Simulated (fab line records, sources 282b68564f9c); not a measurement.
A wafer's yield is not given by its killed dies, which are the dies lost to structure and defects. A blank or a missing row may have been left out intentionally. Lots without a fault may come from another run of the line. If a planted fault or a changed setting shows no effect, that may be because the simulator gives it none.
Comparing a struck lot with a sound one ; flow rit cmos ; 28 out of 202 route steps
Sound: wafers L680.3, L680.4, L680.6. The struck wafers were L687.2, L687.3, L687.6. The cause is named last.
At each step with rows: each side's tool, then ch and its chambers, then its first start. Under that, the readings that differ: sound wafers ; struck wafers ; difference of the means ; sigmas: that difference in standard deviations of wafers without a fault.
alike: readings whose means differ by less than 2 such deviations, and words and numbers that are the same on both sides. not compared: withheld readings, readings that some wafer has no value for, bounds like >300 that may hide the same value, and numbers for which the record gives no deviation and whose values overlap.
The two part at a step that has a row with sigmas, a row that says differs or no value, or rows on one side only. Non-overlapping numbers with no deviation appear without sigmas and do not part them. A reading that every wafer of one side lacks parts them only if that side has two wafers or more.

RIT_ACTIVE_BOW_MEAS_00:
  sound on film metro-02, day 1 20:02; struck on film metro-03, day 3 07:01
  alike: INCOMING_BOW
RIT_ACTIVE_OXIDATION_01: target thk 46.8 nm, ox time 3360 s.
  sound on furnace-04 ch 0, day 1 21:19; struck on furnace-04 ch 0, day 3 07:40
reading;sound;struck;difference;sigmas
model.SiO2_of_ACTIVE_OXIDATION_01.thk nm (nm);45.45 45.34 46.3;51.97 51.22 52.12;+6.07;
  alike: spike tc source C
RIT_ACTIVE_THK_MEAS_02:
  sound on film metro-04, day 1 23:16; struck on film metro-04, day 3 09:37
reading;sound;struck;difference;sigmas
ACTIVE_OXIDE_THK (nm);45.4 45.3 46.3;52.0 51.2 52.1;+6.1;+6
then, 1 step without rows for these wafers: RIT_ACTIVE_CVD_03 (deposits Si3N4 from SiH2Cl2/NH3, target thk 150 nm, time 1500 s).
RIT_ACTIVE_THK_MEAS_04:
  sound on film metro-04, day 2 00:45; struck on film metro-03, day 3 11:05
  alike: ACTIVE_NITRIDE_THK
then, 6 steps without rows for these wafers: RIT_ACTIVE_HMDS_05 (prime time 60 s); RIT_ACTIVE_COAT_06 (resist thk 1000 nm); RIT_ACTIVE_SOFTBAKE_07 (time 60 s); RIT_ACTIVE_EXPOSE_08 (exposes mask M1, target cd 1400 nm); RIT_ACTIVE_PEB_09; RIT_ACTIVE_DEVELOP_10 (develop time 50 s).
RIT_ACTIVE_CD_MEAS_11: the cd target is 1400 nm.
  sound on cd sem-01, day 2 01:41; struck on cd sem-01, day 3 12:08
reading;sound;struck;difference;sigmas
cd nm (nm);1396.3 1398.4 1398.3;1402.2 1403.6 1402.5;+5.1;+2
then, 1 step without rows for these wafers: RIT_ACTIVE_HARDBAKE_12 (time 60 s).
RIT_ACTIVE_ETCH_13: etches Si3N4 in SF6, stops on SiO2, time 210 s, target depth 210 nm.
  sound on rie diel-04 ch 1,2,3, day 2 01:55; struck on rie diel-04 ch 0,1, day 3 12:23
  alike: drypump motor current A, oes product au, throttle valve pct
  not compared: rf hours counter h
RIT_ACTIVE_STRIP_14: strips in O2, time 180 s.
  sound on plasma asher-01 ch 0,1, day 2 02:06; struck on plasma asher-04 ch 0, day 3 12:31
  alike: drypump motor current A, rf refl power W
  not compared: rf hours counter h
RIT_ACTIVE_CD_MEAS_90: the cd target is 1400 nm.
  sound on cd sem-02, day 2 02:15; struck on cd sem-02, day 3 12:43
reading;sound;struck;difference;sigmas
cd nm (nm);1396.7 1398.2 1398.3;1402.3 1403.1 1402.6;+4.9;+2
then, 4 steps without rows for these wafers: RIT_ACTIVE_CLEAN_15 (cleans in SC1, time 600 s); RIT_ACTIVE_CLEAN_16 (cleans in dHF, time 30 s); RIT_ACTIVE_CLEAN_17 (cleans in SC2, time 600 s); RIT_FOX1_OXIDATION_00 (target thk 350.7 nm, ox time 1130 s).
RIT_FOX1_THK_MEAS_01:
  sound on film metro-01, day 2 04:05; struck on film metro-04, day 3 14:35
  alike: FOX1_OXIDE_THK
then, 2 steps without rows for these wafers: RIT_FOX1_WET_ETCH_02 (etches SiO2 in BOE, target depth 350 nm, time 390 s); RIT_FOX2_OXIDATION_00 (target thk 350.7 nm, ox time 1130 s).
RIT_FOX2_THK_MEAS_01:
  sound on film metro-04, day 2 06:09; struck on film metro-03, day 3 16:05
  alike: FOX2_OXIDE_THK
then, 1 step without rows for these wafers: RIT_FOX2_CLEAN_02 (cleans in dHF, time 180 s).
RIT_FOX2_WET_ETCH_03: etches Si3N4 in H3PO4, target depth 195 nm, time 2700 s.
  sound on wet bench-02 ch 2, day 2 06:15; struck on wet bench-02 ch 3, day 3 16:11
reading;sound;struck;difference;sigmas
model.SiO2_of_ACTIVE_OXIDATION_01.thk nm (nm);40.5 40.42 41.27;46.11 45.46 46.24;+5.21;
RIT_FOX2_THK_MEAS_90:
  sound on film metro-01, day 2 07:02; struck on film metro-03, day 3 16:58
  alike: FIELD_OXIDE_LEFT_1_THK
RIT_M1_PROBE_99:
  sound on prober-01, day 3 20:38; struck on prober-01, day 5 06:43
reading;sound;struck;difference;sigmas
model.etest.pldd.width nm (nm);3158 3177 3166;3114 3115 3124;-49;
model.etest.nldd.width nm (nm);3174 3172 3185;3120 3112 3095;-68;
  alike: killed at front end, killed dies, killed on rim, killed open, killed short

== WHERE THEY PART ==
Earliest at RIT_ACTIVE_THK_MEAS_02; latest, in this record, at RIT_ACTIVE_CD_MEAS_90. Later steps at which nothing parts them and some readings are alike: RIT_FOX1_THK_MEAS_01, RIT_FOX2_THK_MEAS_01, RIT_FOX2_THK_MEAS_90, RIT_M1_PROBE_99.

WHY: the cause the simulator had injected
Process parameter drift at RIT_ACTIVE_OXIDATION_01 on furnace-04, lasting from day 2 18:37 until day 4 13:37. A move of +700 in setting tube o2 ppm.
